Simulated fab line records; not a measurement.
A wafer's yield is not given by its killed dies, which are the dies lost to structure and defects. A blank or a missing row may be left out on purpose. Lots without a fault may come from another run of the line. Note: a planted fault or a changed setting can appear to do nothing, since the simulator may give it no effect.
Which tool was responsible? || flow berkeley_cmos170 || 42 wafers from 14 lots sampled at 2 of the route's 331 steps

== WHAT THE GAUGES SHOWED, per wafer ==
UCB170_CONTACT_CD_MEAS_15: the cd target is 700 nm. Usual: cd_nm at 699.9 nm, with a standard deviation of 1.5.
{"lot": "L279", "measured": "day 8 20:16", "on": "cd_sem-01", "cd_nm (nm)": "701.0 700.3 701.9", "flag": ""}
{"lot": "L280", "measured": "day 9 02:55", "on": "cd_sem-01", "cd_nm (nm)": "698.6 697.6 697.1", "flag": ""}
{"lot": "L281", "measured": "day 9 03:10", "on": "cd_sem-02", "cd_nm (nm)": "698.5 701.0 699.2", "flag": ""}
{"lot": "L282", "measured": "day 9 13:35", "on": "cd_sem-02", "cd_nm (nm)": "698.9 700.3 698.7", "flag": ""}
{"lot": "L286", "measured": "day 10 03:36", "on": "cd_sem-01", "cd_nm (nm)": "701.4 699.6 701.3", "flag": ""}
{"lot": "L287", "measured": "day 10 04:31", "on": "cd_sem-01", "cd_nm (nm)": "701.1 700.6 699.5", "flag": ""}
{"lot": "L285", "measured": "day 10 04:38", "on": "cd_sem-02", "cd_nm (nm)": "701.9 701.0 700.1", "flag": ""}
{"lot": "L288", "measured": "day 10 13:07", "on": "cd_sem-01", "cd_nm (nm)": "701.1 700.0 700.2", "flag": ""}
{"lot": "L289", "measured": "day 10 13:35", "on": "cd_sem-01", "cd_nm (nm)": "698.3 699.8 699.2", "flag": ""}
{"lot": "L291", "measured": "day 11 01:38", "on": "cd_sem-02", "cd_nm (nm)": "700.7 699.6 697.9", "flag": ""}
{"lot": "L294", "measured": "day 11 10:28", "on": "cd_sem-01", "cd_nm (nm)": "699.9 699.7 701.8", "flag": ""}
{"lot": "L297", "measured": "day 11 19:01", "on": "cd_sem-01", "cd_nm (nm)": "699.3 701.8 701.0", "flag": ""}
{"lot": "L299", "measured": "day 12 17:56", "on": "cd_sem-01", "cd_nm (nm)": "700.6 699.0 701.4", "flag": ""}
{"lot": "L301", "measured": "day 12 19:32", "on": "cd_sem-01", "cd_nm (nm)": "699.5 699.5 700.1", "flag": ""}

UCB170_M1_THK_MEAS_02: measures by xrf. Usual: M1_AL_THK typically reads 597 nm, with standard deviation 6.1.
{"lot": "L279", "measured": "day 8 21:09", "on": "film_metro-03", "M1_AL_THK (nm)": "611 601 607", "flag": ""}
{"lot": "L280", "measured": "day 9 03:49", "on": "film_metro-01", "M1_AL_THK (nm)": "604 601 608", "flag": ""}
{"lot": "L281", "measured": "day 9 04:04", "on": "film_metro-03", "M1_AL_THK (nm)": "605 595 604", "flag": ""}
{"lot": "L282", "measured": "day 9 14:29", "on": "film_metro-01", "M1_AL_THK (nm)": "598 591 590", "flag": ""}
{"lot": "L286", "measured": "day 10 04:32", "on": "film_metro-01", "M1_AL_THK (nm)": "607 610 609", "flag": ""}
{"lot": "L287", "measured": "day 10 05:25", "on": "film_metro-01", "M1_AL_THK (nm)": "590 594 597", "flag": ""}
{"lot": "L285", "measured": "day 10 05:34", "on": "film_metro-02", "M1_AL_THK (nm)": "599 601 604", "flag": ""}
{"lot": "L288", "measured": "day 10 14:04", "on": "film_metro-02", "M1_AL_THK (nm)": "601 600 603", "flag": ""}
{"lot": "L289", "measured": "day 10 14:29", "on": "film_metro-03", "M1_AL_THK (nm)": "594 598 604", "flag": ""}
{"lot": "L291", "measured": "day 11 02:32", "on": "film_metro-03", "M1_AL_THK (nm)": "597 594 598", "flag": ""}
{"lot": "L294", "measured": "day 11 11:22", "on": "film_metro-02", "M1_AL_THK (nm)": "596 596 601", "flag": ""}
{"lot": "L297", "measured": "day 11 19:53", "on": "film_metro-01", "M1_AL_THK (nm)": "593 594 596", "flag": ""}
{"lot": "L299", "measured": "day 12 18:50", "on": "film_metro-03", "M1_AL_THK (nm)": "593 598 592", "flag": ""}
{"lot": "L301", "measured": "day 12 20:49", "on": "film_metro-02", "M1_AL_THK (nm)": "603 593 594", "flag": ""}

== EACH LOT AND THE TOOL THAT RAN IT (in order: tool; ch and the chambers of the sampled wafers; start) ==
The record shows no process step preceding these readings.

== WHAT THE TOOLS THEMSELVES READ (means of the sampled wafers that have a number; where no wafer has one, the mark that the record gives instead) ==
The record holds no such reading with a usual standard deviation.

== THE ANSWER, worked out from the rows above alone ==
Rule: a lot counts as off when the mean over its wafers that have a number is more than 3 standard deviations away from the usual mean. Also off: a lot with no number at a reading for which 4 or more lots have one. Any other lot the step has rows for is counted as sound. Order of review: gauges by route order, followed by the tools' own readings, for which a lot's mean as printed above is used. The first step at which some lot is off is used, and at that step the reading that is off furthest; a lot without a number counts as furthest.
Across all readings shown, no lot is off: no conclusion can be drawn from this.

== WHAT THE SIMULATOR HAD PUT IN ==
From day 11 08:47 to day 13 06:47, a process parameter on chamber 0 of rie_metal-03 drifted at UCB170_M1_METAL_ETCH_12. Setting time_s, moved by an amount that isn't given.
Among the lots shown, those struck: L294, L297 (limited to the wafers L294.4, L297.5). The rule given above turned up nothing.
